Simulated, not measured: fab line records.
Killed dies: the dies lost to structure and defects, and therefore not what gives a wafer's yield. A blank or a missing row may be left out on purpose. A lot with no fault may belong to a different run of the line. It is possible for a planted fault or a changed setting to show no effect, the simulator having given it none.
Split-lot trial	flow rit cmos	23 wafers read from 5 lots, route of 202 steps

ABOUT THE SPLIT
At RIT_CONTACT_DEVELOP_07 (develop time 120 s), the setting develop time s was moved away from the recipe's 120 s on 6 of the 23 wafers read, by -13.2% to +7.0%. This setting was run at the recipe's value on the other wafers.

FROM THE SPLIT TO THE READING: what the file shows between them, 4 steps
- RIT_CONTACT_CD_MEAS_08: target cd 1000 nm
- RIT_CONTACT_HARDBAKE_10: time 60 s
- RIT_CONTACT_ETCH_11: etches SiO2 in CHF3/CF4/Ar, stops on TiSi2, target depth 480 nm, time 320 s
- RIT_CONTACT_STRIP_12: strips in O2, time 180 s (also split here: time s)

THE READING
cd nm (nm) at RIT_CONTACT_CD_MEAS_90, where the cd target is 1000 nm. Fault-free wafers of this fab line usually give 998.9 nm, standard deviation 2.1 nm.

wafer	tool, chamber at the split	develop time s as run, s	against the recipe	cd nm, nm	against lot-mates on the recipe
L076.1	litho track-03, 0	128.4	+7.0%	1004.9	+5.0
L076.3	litho track-03, 0	120	recipe	998.2	-
L076.4	litho track-03, 0	128.4	+7.0%	1003.5	+3.6
L076.5	litho track-03, 0	128.4	+7.0%	1002.0	+2.1
L076.6	litho track-03, 0	120	recipe	1001.5	-
L077.1	litho track-03, 0	120	recipe	997.7	-
L077.2	litho track-03, 0	120	recipe	997.6	-
L077.3	litho track-03, 0	104.2	-13.2%	987.0	-10.7
L077.5	litho track-03, 0	104.2	-13.2%	986.3	-11.4
L077.6	litho track-03, 0	104.2	-13.2%	984.6	-13.1
L078.1	litho track-04, 0	120	recipe	998.8	-
L078.2	litho track-04, 0	120	recipe	996.8	-
L078.3	litho track-04, 0	120	recipe	997.7	-
L082.2	litho track-02, 0	120	recipe	999.5	-
L082.3	litho track-02, 0	120	recipe	999.4	-
L082.4	litho track-02, 0	120	recipe	997.8	-
L082.5	litho track-02, 0	120	recipe	997.0	-
L082.6	litho track-02, 0	120	recipe	999.1	-
L084.1	litho track-02, 0	120	recipe	999.0	-
L084.3	litho track-02, 0	120	recipe	999.8	-
L084.4	litho track-02, 0	120	recipe	998.2	-
L084.5	litho track-02, 0	120	recipe	998.9	-
L084.6	litho track-02, 0	120	recipe	997.5	-

FIT RESULTS
A straight line over all 23 wafers: cd nm changes by +0.891 nm for each +1% of develop time s; r = +0.97; the points scatter about the line by 1.3 nm.
The same after taking each lot's own level away (the mean of its wafers on the recipe; 23 wafers): +0.794 nm for each +1%; r = +0.96; scatter 1.3 nm.
On that fit, the largest move of develop time s shifts the reading by 10 nm.
From 997.65 to 999.85 nm: that is the span of the lots' own levels, equal to 1.0 times the standard deviation above.
So the slope is not independent of the lot-to-lot level: the two fits are not the same.
Check: for one of the wafers moved furthest among these (-13.2%), held out of the fit, the line's prediction against its lot-mates is -11 nm. It came out at -10.7 nm against them.

FURTHER SPLITS ON THESE WAFERS
These wafers also went through other splits before the reading. Each is held against what the fit with the lots' levels taken away leaves over:
other split on the same wafers	wafers away from the commonest value	r with cd nm (lot level and that fit taken away)
RIT_SILICIDE_SPUTTER_01 time s	6	-0.13
RIT_CONTACT_COAT_03 spin rpm	10	+0.57
RIT_CONTACT_STRIP_12 time s	6	-0.13

THE WHOLE CHAIN: every reading that the file lists as answering this split, in the file's order
step	what it does	reading	change (the file's fit)	r (the file's)
RIT_CONTACT_CD_MEAS_08	target cd 1000 nm	cd nm	+0.824 nm for each +1% of the setting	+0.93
RIT_CONTACT_ETCH_11	etches SiO2 in CHF3/CF4/Ar, stops on TiSi2, target depth 480 nm, time 320 s	CONTACT.cd nm (the simulator's own value, which no gauge read)	+0.818 nm for each +1% of the setting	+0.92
RIT_CONTACT_CD_MEAS_90	target cd 1000 nm	cd nm	+0.805 nm for each +1% of the setting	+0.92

THE FILE'S OWN FIT
cd nm changes by +0.805 nm for each +1% of develop time s, r = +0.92.
